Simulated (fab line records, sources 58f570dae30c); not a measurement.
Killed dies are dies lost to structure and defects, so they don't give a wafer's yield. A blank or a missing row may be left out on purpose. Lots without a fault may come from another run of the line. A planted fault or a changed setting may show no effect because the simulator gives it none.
Split-lot experiment | flow berkeley_cmos170 | 5 lots, 23 wafers read, on a route of 331 steps

THE SPLIT
At UCB170_M3_COAT_10 (resist thk 900 nm), the setting spin_rpm was moved away from the recipe's 1500 rpm on 7 of the 23 wafers read, by -5.9% to +6.7%. The other wafers ran this setting at the recipe's value.

The reading is taken at the split's own step.

THE READING
KrF_of_M3_COAT_10.thk_nm (the simulator's own value, which no gauge read), in nm, at UCB170_M3_COAT_10 (resist thk 900 nm). The file gives no usual value for it. The 16 wafers here that ran the recipe average 901.6 nm, standard deviation 2.2 nm.

wafer  | tool, chamber at the split | spin_rpm as run, rpm | against the recipe | KrF_of_M3_COAT_10.thk_nm, nm | against lot-mates on the recipe
L074.2 | litho_track-02, 0          | 1500                 | recipe             | 899.8                        | -
L074.3 | litho_track-02, 0          | 1500                 | recipe             | 902.9                        | -
L074.4 | litho_track-02, 0          | 1500                 | recipe             | 902.2                        | -
L074.5 | litho_track-02, 0          | 1500                 | recipe             | 900.7                        | -
L074.6 | litho_track-02, 0          | 1500                 | recipe             | 900.9                        | -
L077.1 | litho_track-04, 0          | 1500                 | recipe             | 904.4                        | -
L077.3 | litho_track-04, 0          | 1500                 | recipe             | 904.7                        | -
L077.4 | litho_track-04, 0          | 1500                 | recipe             | 904.2                        | -
L077.5 | litho_track-04, 0          | 1455                 | -3.0%              | 920.5                        | +16.1
L077.6 | litho_track-04, 0          | 1455                 | -3.0%              | 918.1                        | +13.7
L078.1 | litho_track-04, 0          | 1600                 | +6.7%              | 874.8                        | -28.5
L078.2 | litho_track-04, 0          | 1500                 | recipe             | 903.2                        | -
L078.3 | litho_track-04, 0          | 1500                 | recipe             | 904.1                        | -
L078.4 | litho_track-04, 0          | 1500                 | recipe             | 902.5                        | -
L078.6 | litho_track-04, 0          | 1600                 | +6.7%              | 873.6                        | -29.7
L082.1 | litho_track-02, 0          | 1500                 | recipe             | 900.1                        | -
L082.3 | litho_track-02, 0          | 1500                 | recipe             | 899.5                        | -
L082.4 | litho_track-02, 0          | 1500                 | recipe             | 899.3                        | -
L083.1 | litho_track-02, 0          | 1411                 | -5.9%              | 926.9                        | +28.7
L083.2 | litho_track-02, 0          | 1411                 | -5.9%              | 929                          | +30.8
L083.3 | litho_track-02, 0          | 1500                 | recipe             | 897.2                        | -
L083.5 | litho_track-02, 0          | 1411                 | -5.9%              | 927.2                        | +29.0
L083.6 | litho_track-02, 0          | 1500                 | recipe             | 899.2                        | -

THE FIT
A straight line over all 23 wafers: KrF_of_M3_COAT_10.thk_nm changes by -4.38 nm for each +1% of spin_rpm; r = -0.98; the points scatter about the line by 2.4 nm.
The same after taking each lot's own level away (the mean of its wafers on the recipe; 23 wafers): -4.69 nm for each +1%; r = -1.00; scatter 1.2 nm.
On that fit, the largest move of spin_rpm shifts the reading by 31 nm.
The lots' own levels span 898.20 to 904.43 nm, that is 2.8 times the standard deviation above.
So the lot-to-lot level changes the slope little: the two slopes agree.
Check: with one of the wafers moved furthest among these (+6.7%) left out of the fit, the line predicts -31.7 nm for it against its lot-mates. It came out at -28.5 nm against them.

OTHER SPLITS ON THESE WAFERS
These wafers also went through other splits before the reading. Each is held against what the fit with the lots' levels taken away leaves over:
other split on the same wafers           | wafers away from the commonest value | r with KrF_of_M3_COAT_10.thk_nm (lot level and that fit taken away)
UCB170_V1_EXPOSE_09 dose_mj              | 5                                    | -0.08
UCB170_M2_SPUTTER_01 chamber_pressure_pa | 18                                   | +0.17
UCB170_V2_EXPOSE_09 dose_mj              | 8                                    | -0.22
UCB170_V2_ETCH_14 time_s                 | 7                                    | +0.25

THE FILE'S OWN FIT
KrF_of_M3_COAT_10.thk_nm changes by -4.67 nm for each +1% of spin_rpm, r = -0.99.
